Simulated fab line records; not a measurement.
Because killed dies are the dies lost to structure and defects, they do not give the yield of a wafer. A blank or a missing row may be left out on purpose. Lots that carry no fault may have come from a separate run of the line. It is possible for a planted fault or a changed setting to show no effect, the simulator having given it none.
Which tool was responsible? || flow ritCmos || 42 wafers from 14 lots sampled at 3 of the route's 202 steps

WHAT EACH GAUGE READ, for each wafer
RIT_PSD_TW_MEAS_10. Usual: PSD_TW typically reads 3455, with standard deviation 27.
{"lot": "L264", "measured": "day 3 03:41", "on": "filmMetro-04", "PSD_TW": "3444 3468 3447", "flag": ""}
{"lot": "L265", "measured": "day 3 07:37", "on": "filmMetro-04", "PSD_TW": "3431 3451 3449", "flag": ""}
{"lot": "L266", "measured": "day 3 11:01", "on": "filmMetro-01", "PSD_TW": "3475 3494 3485", "flag": ""}
{"lot": "L268", "measured": "day 3 22:34", "on": "filmMetro-01", "PSD_TW": "3485 3499 3498", "flag": ""}
{"lot": "L272", "measured": "day 4 16:45", "on": "filmMetro-01", "PSD_TW": "3495 3491 3504", "flag": ""}
{"lot": "L273", "measured": "day 4 22:49", "on": "filmMetro-04", "PSD_TW": "3456 3453 3447", "flag": ""}
{"lot": "L275", "measured": "day 5 07:42", "on": "filmMetro-01", "PSD_TW": "3568 3590 3582", "flag": "OFF"}
{"lot": "L276", "measured": "day 5 12:26", "on": "filmMetro-04", "PSD_TW": "3572 3580 3572", "flag": "OFF"}
{"lot": "L279", "measured": "day 6 04:58", "on": "filmMetro-04", "PSD_TW": "3424 3419 3430", "flag": ""}
{"lot": "L281", "measured": "day 6 16:41", "on": "filmMetro-02", "PSD_TW": "3405 3405 3401", "flag": ""}
{"lot": "L282", "measured": "day 7 00:33", "on": "filmMetro-01", "PSD_TW": "3480 3460 3479", "flag": ""}
{"lot": "L283", "measured": "day 7 05:14", "on": "filmMetro-02", "PSD_TW": "3431 3414 3419", "flag": ""}
{"lot": "L286", "measured": "day 7 16:43", "on": "filmMetro-01", "PSD_TW": "3487 3467 3471", "flag": ""}
{"lot": "L287", "measured": "day 7 21:04", "on": "filmMetro-04", "PSD_TW": "3469 3465 3472", "flag": ""}

RIT_SDANNEAL_RS_MEAS_04: a four-point-probe measurement. Usual: PSD_RS typically reads 116.03 ohm/sq, with standard deviation 0.28.
{"lot": "L264", "measured": "day 3 04:10", "on": "filmMetro-04", "PSD_RS (ohm/sq)": "115.98 115.87 116.11", "flag": ""}
{"lot": "L265", "measured": "day 3 08:06", "on": "filmMetro-04", "PSD_RS (ohm/sq)": "115.96 115.83 115.84", "flag": ""}
{"lot": "L266", "measured": "day 3 11:30", "on": "filmMetro-04", "PSD_RS (ohm/sq)": "116.64 116.34 116.45", "flag": ""}
{"lot": "L268", "measured": "day 3 23:04", "on": "filmMetro-04", "PSD_RS (ohm/sq)": "115.74 115.39 115.57", "flag": ""}
{"lot": "L272", "measured": "day 4 17:14", "on": "filmMetro-01", "PSD_RS (ohm/sq)": "115.65 115.91 115.85", "flag": ""}
{"lot": "L273", "measured": "day 4 23:21", "on": "filmMetro-04", "PSD_RS (ohm/sq)": "115.88 115.94 115.87", "flag": ""}
{"lot": "L275", "measured": "day 5 08:11", "on": "filmMetro-02", "PSD_RS (ohm/sq)": "109.12 109.39 109.00", "flag": "OFF"}
{"lot": "L276", "measured": "day 5 12:56", "on": "filmMetro-04", "PSD_RS (ohm/sq)": "108.93 108.81 108.79", "flag": "OFF"}
{"lot": "L279", "measured": "day 6 05:29", "on": "filmMetro-02", "PSD_RS (ohm/sq)": "116.09 116.66 116.25", "flag": ""}
{"lot": "L281", "measured": "day 6 17:10", "on": "filmMetro-02", "PSD_RS (ohm/sq)": "115.67 116.00 115.87", "flag": ""}
{"lot": "L282", "measured": "day 7 01:07", "on": "filmMetro-04", "PSD_RS (ohm/sq)": "116.27 116.21 116.32", "flag": ""}
{"lot": "L283", "measured": "day 7 05:48", "on": "filmMetro-02", "PSD_RS (ohm/sq)": "116.00 116.12 116.00", "flag": ""}
{"lot": "L286", "measured": "day 7 17:15", "on": "filmMetro-04", "PSD_RS (ohm/sq)": "115.49 116.22 116.08", "flag": ""}
{"lot": "L287", "measured": "day 7 21:34", "on": "filmMetro-01", "PSD_RS (ohm/sq)": "115.68 115.30 115.92", "flag": ""}

WHICH TOOL RAN EACH LOT (tool, then ch and the chambers of the sampled wafers, then the start)
{"lot": "L264", "RIT_PSD_IMPLANT_08": "implanter-01 ch 0, day 3 03:22"}
{"lot": "L265", "RIT_PSD_IMPLANT_08": "implanter-03 ch 0, day 3 07:17"}
{"lot": "L266", "RIT_PSD_IMPLANT_08": "implanter-01 ch 0, day 3 10:41"}
{"lot": "L268", "RIT_PSD_IMPLANT_08": "implanter-04 ch 0, day 3 22:15"}
{"lot": "L272", "RIT_PSD_IMPLANT_08": "implanter-03 ch 0, day 4 16:26"}
{"lot": "L273", "RIT_PSD_IMPLANT_08": "implanter-04 ch 0, day 4 22:31"}
{"lot": "L275", "RIT_PSD_IMPLANT_08": "implanter-01 ch 0, day 5 07:23"}
{"lot": "L276", "RIT_PSD_IMPLANT_08": "implanter-01 ch 0, day 5 12:08"}
{"lot": "L279", "RIT_PSD_IMPLANT_08": "implanter-03 ch 0, day 6 04:38"}
{"lot": "L281", "RIT_PSD_IMPLANT_08": "implanter-03 ch 0, day 6 16:22"}
{"lot": "L282", "RIT_PSD_IMPLANT_08": "implanter-04 ch 0, day 7 00:13"}
{"lot": "L283", "RIT_PSD_IMPLANT_08": "implanter-04 ch 0, day 7 04:55"}
{"lot": "L286", "RIT_PSD_IMPLANT_08": "implanter-03 ch 0, day 7 16:26"}
{"lot": "L287", "RIT_PSD_IMPLANT_08": "implanter-03 ch 0, day 7 20:45"}
- RIT_PSD_IMPLANT_08

WHAT THE TOOLS THEMSELVES READ (means of the sampled wafers that have a number; where no wafer has one, the mark that the record gives instead)
RIT_PSD_IMPLANT_08. Usual: beamEnergyKeV at 27.001, with a standard deviation of 0.0085.
{"lot": "L264", "tool": "implanter-01", "beamEnergyKeV": 27.008, "flag": ""}
{"lot": "L265", "tool": "implanter-03", "beamEnergyKeV": 26.989, "flag": ""}
{"lot": "L266", "tool": "implanter-01", "beamEnergyKeV": 26.992, "flag": ""}
{"lot": "L268", "tool": "implanter-04", "beamEnergyKeV": 27.000, "flag": ""}
{"lot": "L272", "tool": "implanter-03", "beamEnergyKeV": 27.006, "flag": ""}
{"lot": "L273", "tool": "implanter-04", "beamEnergyKeV": 26.998, "flag": ""}
{"lot": "L275", "tool": "implanter-01", "beamEnergyKeV": 30.512, "flag": "OFF"}
{"lot": "L276", "tool": "implanter-01", "beamEnergyKeV": 30.507, "flag": "OFF"}
{"lot": "L279", "tool": "implanter-03", "beamEnergyKeV": 26.998, "flag": ""}
{"lot": "L281", "tool": "implanter-03", "beamEnergyKeV": 27.001, "flag": ""}
{"lot": "L282", "tool": "implanter-04", "beamEnergyKeV": 27.003, "flag": ""}
{"lot": "L283", "tool": "implanter-04", "beamEnergyKeV": 27.015, "flag": ""}
{"lot": "L286", "tool": "implanter-03", "beamEnergyKeV": 27.008, "flag": ""}
{"lot": "L287", "tool": "implanter-03", "beamEnergyKeV": 27.002, "flag": ""}

THE ANSWER, worked out from the rows above alone
Rule: lot off if the mean of its wafers having a number is beyond 3 standard deviations from the usual mean. Also off: a lot with no number at a reading for which 4 or more lots have one. Any other lot the step has rows for is counted as sound. After the gauges, taken in route order, come the tools' own readings; for these a lot's mean is taken, as printed above. At the first step where some lot is off, the reading lying furthest off is the one used; lots without a number count as furthest.
Off: L275, L276, seen at RIT_PSD_TW_MEAS_10 (PSD_TW).
A tool fits if, at a process step before that reading, it ran every lot that is off, and no sound lot after the first of them. Not tried: the gauges at RIT_PSD_TW_MEAS_10; whatever is off there is also off at RIT_PSD_IMPLANT_08, on other tools, and gauge error can't account for it. One fits: implanter-01 at RIT_PSD_IMPLANT_08. A fault onset in the window from L266 (day 3 10:41, its last sound lot) to L275 (day 5 07:23, its first lot off) fits.
On the lots that are off, the tool's own readings at RIT_PSD_IMPLANT_08 differ by more than 5 times the standard deviation of the sound lots' means, which bears it out; beamEnergyKeV reads 30.510 there versus 27.002 on the sound lots.

WHAT THE SIMULATOR PUT IN
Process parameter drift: implanter-01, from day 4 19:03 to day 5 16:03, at RIT_PSD_IMPLANT_08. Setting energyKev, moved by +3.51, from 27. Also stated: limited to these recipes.
Shown lots that were struck: L275, L276. The rule above found the same.
